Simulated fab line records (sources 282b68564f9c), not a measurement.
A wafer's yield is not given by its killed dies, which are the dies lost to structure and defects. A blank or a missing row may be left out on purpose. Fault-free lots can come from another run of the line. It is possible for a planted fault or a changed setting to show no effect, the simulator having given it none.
What tool caused it?    flow rit_cmos    Sampling: 13 lots, 39 wafers, 2 of 202 route steps

## WHAT EACH GAUGE READ, for each wafer
The record holds no reading of a measuring or inspecting step that can be judged against a usual standard deviation.

## EACH LOT AND THE TOOL THAT RAN IT (in order: tool; ch and the chambers of the sampled wafers; start)
lot   RIT_CONTACT_SOFTBAKE_04           RIT_M1_PROBE_99
L863  litho_track-03 ch 0, day 3 05:19  -
L864  litho_track-03 ch 0, day 3 08:08  -
L869  litho_track-03 ch 0, day 4 11:16  prober-02, day 4 17:32
L871  litho_track-03 ch 0, day 4 20:13  -
L874  litho_track-02 ch 0, day 5 11:08  prober-01, day 5 17:47
L875  litho_track-02 ch 0, day 5 16:17  -
L878  litho_track-04 ch 0, day 6 07:59  -
L879  litho_track-04 ch 0, day 6 13:20  -
L881  litho_track-04 ch 0, day 6 21:49  prober-02, day 7 04:46
L882  litho_track-04 ch 0, day 7 05:55  -
L883  litho_track-02 ch 0, day 7 08:12  -
L885  litho_track-04 ch 0, day 7 17:47  -
L886  litho_track-04 ch 0, day 7 21:33  -
- RIT_CONTACT_SOFTBAKE_04: time 60 s.
- RIT_M1_PROBE_99

## AS READ BY THE TOOLS THEMSELVES (means over the sampled wafers that have a number; for cases with no such wafer, the mark the record gives instead)
RIT_CONTACT_SOFTBAKE_04. Usual: heater_power_total_W 34.56 W, standard deviation 0.049; plate_temp_C 90.01 C, standard deviation 0.14.
lot   tool            heater_power_total_W (W)  plate_temp_C (C)  flag
L863  litho_track-03  34.57                     90.01             
L864  litho_track-03  34.53                     90.02             
L869  litho_track-03  33.48                     87.90             OFF
L871  litho_track-03  33.43                     87.90             OFF
L874  litho_track-02  34.56                     89.87             
L875  litho_track-02  34.51                     90.03             
L878  litho_track-04  34.54                     90.11             
L879  litho_track-04  34.59                     90.01             
L881  litho_track-04  34.60                     90.07             
L882  litho_track-04  34.57                     90.15             
L883  litho_track-02  34.53                     89.92             
L885  litho_track-04  34.51                     90.08             
L886  litho_track-04  34.54                     89.88             

RIT_M1_PROBE_99. Usual: killed_at_M0_to_M3 0.0, standard deviation 0.14; killed_at_contacts 0.1, standard deviation 0.23; killed_at_front_end 7.3, standard deviation 2.9; killed_dies 7.3, standard deviation 3; killed_open 3.6, standard deviation 1.8; killed_short 3.7, standard deviation 2.1.
lot   tool       killed_at_M0_to_M3  killed_at_contacts  killed_at_front_end  killed_dies  killed_open  killed_short  flag
L869  prober-02  0.0                 0.0                 6.3                  6.3          3.3          3.0           
L874  prober-01  0.0                 0.0                 4.7                  4.7          1.3          3.3           
L881  prober-02  0.0                 0.0                 8.7                  8.7          3.3          5.3           

## THE ANSWER, worked out from the rows above alone
Rule: take the mean of a lot's wafers that have a number; if it is more than 3 standard deviations from the usual mean, the lot is off. A lot without any number at a reading at which 4 lots or more have one is off too. The other lots that the step has rows for count as sound. First the gauges in route order, then the tools' own readings, where a lot's mean is used as printed above. At the first step where some lot is off, the reading lying furthest off is the one used; lots without a number count as furthest.
Off: L869, L871 (RIT_CONTACT_SOFTBAKE_04, heater_power_total_W).
If a tool, at that step or one of the process steps before it, ran each lot that is off and ran no sound lot following the first of them, it fits. One fits: litho_track-03 at RIT_CONTACT_SOFTBAKE_04. Its last sound lot is L864 (day 3 08:08), its first lot that is off L869 (day 4 11:16): a fault that began between those two fits.
The tool's own readings at RIT_CONTACT_SOFTBAKE_04 bear it out: on the lots that are off they differ by more than 5 times the standard deviation of the sound lots' means. heater_power_total_W reads 33.45 W there against 34.55 W on the sound lots; plate_temp_C reads 87.90 C there against 90.01 C on the sound lots.

## WHAT WAS PUT IN BY THE SIMULATOR
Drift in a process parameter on litho_track-03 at RIT_CONTACT_SOFTBAKE_04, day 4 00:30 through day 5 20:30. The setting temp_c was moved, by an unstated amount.
Shown lots that were struck: L869, L871. The rule given above showed the same thing.
